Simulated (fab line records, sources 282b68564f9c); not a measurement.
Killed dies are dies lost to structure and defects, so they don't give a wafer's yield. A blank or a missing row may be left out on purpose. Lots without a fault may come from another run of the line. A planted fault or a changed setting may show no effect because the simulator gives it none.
fab line records | flow rit_cmos
record lots=6 wafers=18 last_day=7
route steps=202 shown NWELL@35 PWELL@39 WELLDRIVE@50 NRETRO@53 M1@202
lots that met no fault: from a run of the same line without faults
start_h: hours from the record's first day to the start of the lot's first wafer shown | wait_h: hours since the lot's step before | " the same as in the row above | L1.1+2: a row that stands for several wafers | - no value, or no start given | * or withheld: withheld | < > ~ a bound
route shown NAME@n: a module of which the file shows steps, and the number in the route of the first | usual: mean/standard deviation of fault-free wafers | same: alike in all rows | chamber/n: place in a boat | sites: the reading at each site | _std_site: their standard deviation | _edge_site: outer sites' mean less inner sites' | radius_mm: how far each site lies from the wafer's centre | mask NAME#n: copy n | behind: the tool/chamber that last shaped the wafer | hold: why the lot was held/for how many hours/how that ended | device: the transistor (n, p or np) that didn't switch | end of line: the same wafers' tests at the end of the route | a step without rows: its recipe alone | killed: dies lost to structure and defects at the first sort, not the wafer's yield | map: a wafer's dies, x killed, . not, _ none there
set.NAME: the setting as run; set.NAME@STEP: as run at that earlier step | model.NAME: the simulator's own value behind a step, which no gauge read
lots at some steps of the route; a table a step, a row a wafer
services: from which hour (start_h, from the record's first day; less than 0 if before it) a tool's chamber was out of use, for how many hours, and why
## steps
# step RIT_NWELL_HARDBAKE_07
# recipe resist=NOVOLAK temp_c=140 time_s=120
# step RIT_NWELL_IMPLANT_08
# recipe species=P energy_kev=170 dose_cm2=5e+13 tilt_deg=7
# step RIT_NWELL_STRIP_09
# recipe chemistry=O2 time_s=180 resist=NOVOLAK platen_temp_c=withheld power_w=500 pressure_mtorr=4000 o2_flow_sccm=4000
# usual drypump_motor_current_A=5.6/0.51 o2_flow_sccm=4001/13
# columns lot.wafer tool chamber start_h wait_h drypump_motor_current_A o2_flow_sccm rf_hours_counter_h
L113.1 plasma_asher-02 0 22.20 0.1 5.3 3992 36
L113.3 " 1 " " 6.1 4004 -
L113.4 " 0 " " 5.3 3994 -
L123.3 plasma_asher-03 0 72.85 0.1 4.8 3998 -
L123.5 " 1 " " 5.4 4000 -
L123.6 " 0 " " 4.8 4003 -
L128.3 plasma_asher-04 1 99.08 0.1 5.7 3981 -
L128.4 " 0 " " 6.3 3973 -
L128.5 " 0 " " 6.3 3992 -
L129.1 plasma_asher-02 1 102.39 0.1 6.0 3986 44
L129.3 " 1 " " 6.0 4004 -
L129.6 " 1 " " 6.0 4000 -
L130.2 plasma_asher-03 1 106.34 0.1 5.3 3998 46
L130.3 " 1 " " 5.3 4004 -
L130.5 " 1 " " 5.3 3975 -
L133.1 plasma_asher-03 1 121.83 0.1 5.3 3990 48
L133.4 " 1 " " 5.4 3982 -
L133.6 " 1 " " 5.3 3983 -
# step RIT_NWELL_TW_MEAS_10
# usual NWELL_TW=2169/11
# columns lot.wafer tool chamber start_h wait_h NWELL_TW
L113.1 film_metro-04 - 22.38 0.1 2153
L113.3 " - " " 2154
L113.4 " - " " 2149
L123.3 film_metro-04 - 72.98 0.1 2159
L123.5 " - " " 2169
L123.6 " - " " 2161
L128.3 film_metro-01 - 99.22 0.1 2180
L128.4 " - " " 2182
L128.5 " - " " 2179
L129.1 film_metro-02 - 102.57 0.1 2166
L129.3 " - " " 2152
L129.6 " - " " 2154
L130.2 film_metro-02 - 106.53 0.1 2154
L130.3 " - " " 2151
L130.5 " - " " 2142
L133.1 film_metro-04 - 122.00 0.1 2158
L133.4 " - " " 2165
L133.6 " - " " 2172
# step RIT_PWELL_HMDS_00
# recipe prime_time_s=60 prime_temp_c=140
# step RIT_PWELL_COAT_01
# recipe resist=NOVOLAK spin_rpm=2000 resist_thk_nm=1300
# step RIT_PWELL_SOFTBAKE_02
# recipe resist=NOVOLAK temp_c=90 time_s=60
# step RIT_PWELL_EXPOSE_03
# recipe mask_id=M3 na=0.57 target_cd_nm=43700 dose_mj=250
# step RIT_PWELL_PEB_04
# recipe resist=NOVOLAK temp_c=withheld time_s=withheld
# step RIT_PWELL_DEVELOP_05
# recipe resist=NOVOLAK develop_time_s=68 dev_temp_c=23
# step RIT_PWELL_OVL_MEAS_06
# usual PWELL_OVL=0.0/1.4
# columns lot.wafer tool chamber start_h wait_h PWELL_OVL[nm]
L113.1 overlay-02 - 23.32 - -1.1
L113.3 " - " " 0.1
L113.4 " - " " 3.1
L123.3 overlay-02 - 74.03 - -1.4
L123.5 " - " " -2.5
L123.6 " - " " -1.8
L128.3 overlay-02 - 100.27 - -2.3
L128.4 " - " " -0.5
L128.5 " - " " -1.0
L129.1 overlay-02 - 103.63 - 0.4
L129.3 " - " " 1.6
L129.6 " - " " 1.6
L130.2 overlay-02 - 107.59 - -1.0
L130.3 " - " " -0.4
L130.5 " - " " -1.1
L133.1 overlay-02 - 122.94 - 0.3
L133.4 " - " " -2.1
L133.6 " - " " -0.4
# step RIT_PWELL_HARDBAKE_07
# recipe resist=NOVOLAK temp_c=140 time_s=120
# step RIT_PWELL_IMPLANT_08
# recipe species=B energy_kev=170 dose_cm2=7e+13 tilt_deg=7
# usual dose_ions_cm2=6.999e+13/8.1e+10 faraday_current_uA=221/4.4
# columns lot.wafer tool chamber start_h wait_h dose_ions_cm2 faraday_current_uA
L113.1 implanter-02 0 23.61 0.2 7.009e+13 225
L113.3 " 0 " " 7.003e+13 226
L113.4 " 0 " " 6.998e+13 222
L123.3 implanter-04 0 74.36 0.2 6.985e+13 215
L123.5 " 0 " " 7.003e+13 217
L123.6 " 0 " " 6.995e+13 218
L128.3 implanter-04 0 100.69 0.2 5.533e+13 174
L128.4 " 0 " " 5.534e+13 175
L128.5 " 0 " " 5.531e+13 176
L129.1 implanter-04 0 103.92 0.2 5.545e+13 177
L129.3 " 0 " " 5.549e+13 177
L129.6 " 0 " " 5.54e+13 173
L130.2 implanter-02 0 107.90 0.2 6.998e+13 223
L130.3 " 0 " " 6.997e+13 225
L130.5 " 0 " " 6.995e+13 228
L133.1 implanter-01 0 123.23 0.2 6.997e+13 224
L133.4 " 0 " " 7.007e+13 217
L133.6 " 0 " " 6.996e+13 225
# step RIT_PWELL_STRIP_09
# recipe chemistry=O2 time_s=180 resist=NOVOLAK platen_temp_c=withheld power_w=500 pressure_mtorr=4000 o2_flow_sccm=4000
# usual drypump_motor_current_A=5.7/0.34 o2_flow_sccm=4001/12
# columns lot.wafer tool chamber start_h wait_h drypump_motor_current_A o2_flow_sccm rf_hours_counter_h
L113.1 plasma_asher-04 0 23.76 0.1 6.3 4004 39
L113.3 " 0 " " 6.3 4008 -
L113.4 " 1 " " 5.7 3964 -
L123.3 plasma_asher-04 1 74.51 0.1 5.7 4008 -
L123.5 " 0 " " 6.3 4004 -
L123.6 " 1 " " 5.7 4002 -
L128.3 plasma_asher-04 1 100.85 0.1 5.7 3994 -
L128.4 " 0 " " 6.3 3988 -
L128.5 " 1 " " 5.7 3996 -
L129.1 plasma_asher-01 1 104.07 0.1 5.4 4002 31
L129.3 " 1 " " 5.4 3995 -
L129.6 " 1 " " 5.4 4006 -
L130.2 plasma_asher-01 0 108.02 0.1 5.8 4007 31
L130.3 " 0 " " 5.8 3980 -
L130.5 " 1 " " 5.4 3993 -
L133.1 plasma_asher-02 1 123.38 0.1 6.0 4010 1
L133.4 " 1 " " 6.0 4027 -
L133.6 " 0 " " 5.3 4002 -
# step RIT_PWELL_TW_MEAS_10
# usual PWELL_TW=960/4.9
# columns lot.wafer tool chamber start_h wait_h PWELL_TW
L113.1 film_metro-04 - 23.93 0.1 959
L113.3 " - " " 952
L113.4 " - " " 954
L123.3 film_metro-04 - 74.65 0.1 958
L123.5 " - " " 964
L123.6 " - " " 958
L128.3 film_metro-02 - 100.98 0.1 884
L128.4 " - " " 884
L128.5 " - " " 886
L129.1 film_metro-04 - 104.24 0.1 894
L129.3 " - " " 894
L129.6 " - " " 893
L130.2 film_metro-04 - 108.21 0.1 962
L130.3 " - " " 960
L130.5 " - " " 961
L133.1 film_metro-01 - 123.55 0.1 969
L133.4 " - " " 964
L133.6 " - " " 962
# step RIT_WELLDRIVE_ANNEAL_00
# recipe temp_c=1100 time_s=14700 ambient=N2
# step RIT_WELLDRIVE_RS_MEAS_01
# recipe thk_meas_gauge=four-point-probe
# usual NWELL_RS=275.1/0.75
# columns lot.wafer tool chamber start_h wait_h NWELL_RS[ohm/sq]
L113.1 film_metro-02 - 30.85 0.0 275.3
L113.3 " - " " 276.3
L113.4 " - " " 274.5
L123.3 film_metro-04 - 80.34 0.0 274.9
L123.5 " - " " 275.8
L123.6 " - " " 274.2
L128.3 film_metro-04 - 106.15 0.0 274.2
L128.4 " - " " 274.3
L128.5 " - " " 274.2
L129.1 film_metro-04 - 110.35 0.0 274.5
L129.3 " - " " 274.4
L129.6 " - " " 274.2
L130.2 film_metro-01 - 114.26 0.0 275.4
L130.3 " - " " 275.1
L130.5 " - " " 275.6
L133.1 film_metro-04 - 129.61 0.0 275.1
L133.4 " - " " 274.4
L133.6 " - " " 274.9
# step RIT_WELLDRIVE_RS_MEAS_02
# recipe thk_meas_gauge=four-point-probe
# usual PWELL_RS=429.3/1.1
# columns lot.wafer tool chamber start_h wait_h PWELL_RS[ohm/sq]
L113.1 film_metro-02 - 30.97 0.1 429.3
L113.3 " - " " 427.9
L113.4 " - " " 427.0
L123.3 film_metro-04 - 80.46 0.1 429.5
L123.5 " - " " 428.7
L123.6 " - " " 430.0
L128.3 film_metro-04 - 106.27 0.1 500.3
L128.4 " - " " 499.6
L128.5 " - " " 501.5
L129.1 film_metro-04 - 110.47 0.1 497.8
L129.3 " - " " 495.5
L129.6 " - " " 496.0
L130.2 film_metro-01 - 114.38 0.1 426.9
L130.3 " - " " 427.9
L130.5 " - " " 427.7
L133.1 film_metro-04 - 129.73 0.1 428.7
L133.4 " - " " 429.8
L133.6 " - " " 431.1
# step RIT_NRETRO_HMDS_00
# recipe prime_time_s=60 prime_temp_c=140
# step RIT_M1_PROBE_99
# usual killed_at_contacts=0.1/0.31 killed_at_front_end=6.3/2.7 killed_dies=6.4/2.7 killed_open=3.3/2 killed_short=3/1.8
# same gross_dies=264 killed_at_M0_to_M3=0 killed_at_M4_up=0 killed_at_back_side=0 killed_at_other=0
# columns lot.wafer tool chamber start_h wait_h killed_at_contacts killed_at_front_end killed_dies killed_open killed_short model.etest.nmos_0p3.r_on_ohm_um model.etest.pwell_pinched.rs_ohm_sq model.etest.pwell.rs_ohm_sq model.etest.nmos_0p15.r_on_ohm_um model.etest.nmos_turned.drive_ua_um model.etest.nmos_0p15.drive_ua_um model.etest.nmos_narrow.drive_ua_um model.etest.nmos_0p3.drive_ua_um
L113.1 prober-01 - 67.80 0.1 0 12 12 8 4 2203 467 416.9 1161 317.7 468.8 215.7 223.6
L113.3 prober-01 - 67.90 0.2 0 3 3 1 2 2192 462.9 413 1159 315.5 453.6 212.2 218.7
L113.4 prober-01 - 67.95 0.2 0 11 11 8 3 2224 462 409.4 1172 313.4 455.5 211.9 215.3
L123.3 prober-01 - 111.30 0.2 0 6 6 4 2 2122 456.2 423.1 1098 328.9 469.4 228.9 226.7
L123.5 prober-01 - 111.40 0.2 0 8 8 4 3 2160 460 415.8 1128 326 464.6 225.9 224.5
L123.6 prober-01 - 111.45 0.2 0 5 5 2 2 2150 456.1 423.6 1093 326.3 459.3 217.7 222.4
L128.3 prober-01 - 138.19 0.2 0 8 8 6 2 2020 545.3 489.6 1073 386.4 520.8 253.7 254.2
L128.4 prober-01 - 138.24 0.2 1 5 6 1 5 2036 542.7 484.8 1089 374.4 507.5 244.9 247.2
L128.5 prober-01 - 138.29 0.2 0 11 11 4 7 2066 543 480.4 1100 377.6 503.8 243.3 246
L129.1 prober-02 - 139.75 0.1 0 6 6 4 2 2072 529.8 480.3 1104 355.4 486.1 249.9 244.2
L129.3 prober-02 - 139.85 0.2 0 9 9 6 3 2113 532.1 484.1 1114 350.2 482.7 237.2 235.6
L129.6 prober-02 - 140.00 0.2 0 7 7 4 3 2100 536.1 489.4 1115 346.4 483.1 244.5 241.3
L130.2 prober-01 - 144.85 0.1 0 7 7 4 3 2127 459.8 413 1121 336.5 478.4 230.9 229
L130.3 prober-01 - 144.90 0.2 0 7 7 4 3 2105 454.4 419.4 1063 343.9 480.5 228.9 226.3
L130.5 prober-01 - 145.00 0.2 0 13 13 6 6 2173 454.5 410.9 1134 330.6 458.5 225 223.4
L133.1 prober-02 - 159.73 0.1 0 1 1 1 0 2189 459.6 412.9 1154 318.8 457.6 219.8 221
L133.4 prober-02 - 159.88 0.2 0 7 7 3 4 2181 448.7 409.2 1136 311.6 445.6 214.8 216.9
L133.6 prober-02 - 159.98 0.2 0 6 6 2 4 2139 448.9 404.6 1120 328.8 465.5 224.3 227.1
# killed by level:class
L113.1 FOX1:geometric_particle:open=2 GATE:geometric_particle:open=2 SPACER:geometric_particle:short=2 SPACER:geometric_particle:open=2 FOX1:geometric_particle:short=1 REOX:geometric_particle:open=1 REOX:geometric_particle:short=1 SILICIDE:geometric_particle:open=1
L113.3 FOX1:geometric_particle:short=1 GATE:geometric_particle:open=1 SPACER:geometric_particle:short=1
L113.4 GATE:geometric_particle:open=3 SPACER:geometric_particle:open=3 FOX1:geometric_particle:short=1 REOX:geometric_particle:short=1 REOX:geometric_particle:open=1 SILICIDE:geometric_particle:short=1 SILICIDE:geometric_particle:open=1
L123.3 GATE:geometric_particle:open=3 GATE:geometric_particle:short=2 FOX1:geometric_particle:open=1
L123.5 GATE:geometric_particle:short=2 REOX:geometric_particle:open=2 REOX:geometric_particle:short=1 SPACER:geometric_particle:open=1 SILICIDE:geometric_particle:open=1 NLDD:coat_microbubble_printed=1
L123.6 GATE:geometric_particle:short=2 FOX1:geometric_particle:open=1 REOX:geometric_particle:open=1 NLDD:coat_microbubble_printed=1
L128.3 GATE:geometric_particle:open=3 FOX1:geometric_particle:open=1 FOX1:geometric_particle:short=1 GATE:geometric_particle:short=1 SPACER:geometric_particle:open=1 SILICIDE:geometric_particle:open=1
L128.4 GATE:geometric_particle:short=2 REOX:geometric_particle:short=1 SPACER:geometric_particle:short=1 SPACER:geometric_particle:open=1 CONTACT:geometric_particle:short=1
L128.5 GATE:geometric_particle:short=3 FOX1:geometric_particle:short=1 FOX1:geometric_particle:open=1 GATE:geometric_particle:open=1 REOX:geometric_particle:open=1 REOX:geometric_particle:short=1 SPACER:geometric_particle:short=1 SILICIDE:geometric_particle:short=1
L129.1 FOX2:geometric_particle:open=1 GATE:geometric_particle:short=1 GATE:geometric_particle:open=1 SPACER:geometric_particle:open=1 SPACER:geometric_particle:short=1 SILICIDE:geometric_particle:open=1
L129.3 GATE:geometric_particle:short=3 FOX1:geometric_particle:open=2 GATE:geometric_particle:open=2 SPACER:geometric_particle:open=1 SILICIDE:geometric_particle:open=1
L129.6 FOX1:geometric_particle:open=2 GATE:geometric_particle:open=2 FOX2:geometric_particle:short=1 GATE:geometric_particle:short=1 SILICIDE:geometric_particle:short=1
L130.2 GATE:geometric_particle:open=3 GATE:geometric_particle:short=2 FOX1:geometric_particle:short=1 REOX:geometric_particle:open=1
L130.3 SPACER:geometric_particle:open=2 SILICIDE:geometric_particle:open=2 FOX1:geometric_particle:short=1 GATE:geometric_particle:short=1 REOX:geometric_particle:short=1
L130.5 REOX:geometric_particle:short=3 REOX:geometric_particle:open=2 SILICIDE:geometric_particle:open=2 SILICIDE:geometric_particle:short=2 FOX1:geometric_particle:open=1 GATE:geometric_particle:open=1 GATE:geometric_particle:short=1 NWELL:coat_microbubble_printed=1
L133.1 GATE:geometric_particle:open=1
L133.4 GATE:geometric_particle:short=2 FOX1:geometric_particle:open=1 REOX:geometric_particle:short=1 SPACER:geometric_particle:open=1 SPACER:geometric_particle:short=1 SILICIDE:geometric_particle:open=1
L133.6 SPACER:geometric_particle:short=2 FOX2:geometric_particle:short=1 GATE:geometric_particle:open=1 REOX:geometric_particle:open=1 REOX:geometric_particle:short=1
## services
# columns tool chamber start_h hours kind
plasma_asher-02 - 11.82 2.8 pm
plasma_asher-01 - 12.92 11.9 repair
implanter-02 - 13.89 4.1 repair
implanter-01 - 16.83 3.9 pm
implanter-04 - 29.59 13.4 pm
plasma_asher-04 - 68.49 0.4 repair
plasma_asher-02 - 108.75 9.0 pm
plasma_asher-02 0 108.75 9.0 vent_cycle
plasma_asher-02 1 108.75 9.0 vent_cycle
implanter-01 - 112.60 2.9 repair
implanter-04 - 114.42 3.4 repair
plasma_asher-02 0 117.75 - clean
plasma_asher-02 1 117.75 - clean
implanter-02 - 122.15 2.2 repair
## key
first_sign step=RIT_PWELL_IMPLANT_08 reading=dose_ions_cm2 direction=down sigmas=99+ usual=6.999e+13 struck=5.539e+13
effect step=RIT_PWELL_IMPLANT_08 reading=faraday_current_uA direction=down sigmas=10 usual=221 struck=175
effect step=RIT_PWELL_TW_MEAS_10 reading=PWELL_TW direction=down sigmas=14 usual=960 struck=889
effect step=RIT_WELLDRIVE_RS_MEAS_02 reading=PWELL_RS direction=up sigmas=65 usual=429.3 struck=498.5
model_effect step=RIT_M1_PROBE_99 value=etest.nmos_0p3.r_on_ohm_um without=2215 struck=2068
met_at RIT_PWELL_IMPLANT_08
struck_wafers L128.3,L128.4,L128.5,L129.1,L129.3,L129.6
tester_left_out L128,L129
onset_between 74.36 100.69
fault kind=process_parameter_drift tool=implanter-04 chamber=- onset_h=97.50 steps=RIT_PWELL_IMPLANT_08 channel=dose_cm2 offset=-1.47e+13 shape=step end_h=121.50 acts_in=these_recipes_only stated=7e+13
# tester_left_out: of these lots the tester's yield and bins aren't shown, on N5 and GAA mostly nor the transistor test; their killed dies are dies lost to structure and defects alone, not to doping, threshold or leakage, so they don't give the yield
